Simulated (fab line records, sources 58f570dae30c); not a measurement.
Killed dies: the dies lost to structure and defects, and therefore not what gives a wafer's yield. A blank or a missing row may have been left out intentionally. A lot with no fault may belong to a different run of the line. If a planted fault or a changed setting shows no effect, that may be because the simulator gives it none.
Which tool did it? | flow berkeley_cmos170 | 6 lots, 18 wafers sampled, at 3 steps of a route of 331

## WHAT THE GAUGES READ, wafer by wafer
UCB170_M3_RS_MEAS_02: measurement is done with a four-point probe.
lot  | measured     | on            | M3_AL_RS (ohm/sq)
L175 | day 10 17:11 | film_metro-03 | 0.03248 0.03227 0.03262
L178 | day 10 16:52 | film_metro-01 | 0.03225 0.03172 0.03221
L180 | day 11 08:07 | film_metro-01 | 0.03275 0.03275 0.03247
L183 | day 12 06:49 | film_metro-01 | 0.03279 0.03227 0.03293
L186 | day 13 05:08 | film_metro-03 | 0.03244 0.03246 0.03226
L194 | day 15 05:01 | film_metro-02 | 0.03252 0.02693 0.02697

## WHAT TOOL EACH LOT RAN ON (gives the tool, then ch and the chambers of the sampled wafers, and finally the start)
lot  | UCB170_ZERO_STRIP_07                | UCB170_M3_SPUTTER_01
L175 | plasma_asher-02 ch 0,1, day 2 12:35 | pvd_sputter-03, day 10 17:06
L178 | plasma_asher-02 ch 0,1, day 2 22:15 | pvd_sputter-01, day 10 16:47
L180 | plasma_asher-04 ch 0,1, day 3 05:25 | pvd_sputter-04, day 11 08:01
L183 | plasma_asher-02 ch 1, day 3 21:30   | pvd_sputter-01, day 12 06:42
L186 | plasma_asher-01 ch 0,1, day 4 10:43 | pvd_sputter-03, day 13 05:02
L194 | plasma_asher-02 ch 0,1, day 6 04:35 | pvd_sputter-03, day 15 04:55
- UCB170_ZERO_STRIP_07: strips in O2.
- UCB170_M3_SPUTTER_01: material Al, target thk 900 nm, time 120 s.

## THE ANSWER, worked out from the rows above alone
Rule: usual is defined by the lots themselves. The widest of any qualifying gaps counts: lots, ordered by their means at a reading, are off when they make up no more than a third of the lots, leave a main group of 4 or more, and stand apart from it by 3 or more times the standard deviation of that group's means. A main group whose means are all the same, to the digits that the tables above print for the reading, isn't used. Also off: a lot with no number at a reading for which 4 or more lots have one. The other lots that the step has rows for count as sound.
Off: L194, at UCB170_M3_RS_MEAS_02 (M3_AL_RS). Main group: mean 0.03244 ohm/sq, sd 0.00022.
If a tool, at a process step before that reading, ran all the lots that are off and no sound lot after the first of them, it fits. Those tools and the gauges at UCB170_M3_RS_MEAS_02 are tried in the same way. Can't be told from this: 3 tools fit, plasma_asher-02 at UCB170_ZERO_STRIP_07, pvd_sputter-03 at UCB170_M3_SPUTTER_01, film_metro-02 at UCB170_M3_RS_MEAS_02.

## WHAT THE SIMULATOR PUT IN
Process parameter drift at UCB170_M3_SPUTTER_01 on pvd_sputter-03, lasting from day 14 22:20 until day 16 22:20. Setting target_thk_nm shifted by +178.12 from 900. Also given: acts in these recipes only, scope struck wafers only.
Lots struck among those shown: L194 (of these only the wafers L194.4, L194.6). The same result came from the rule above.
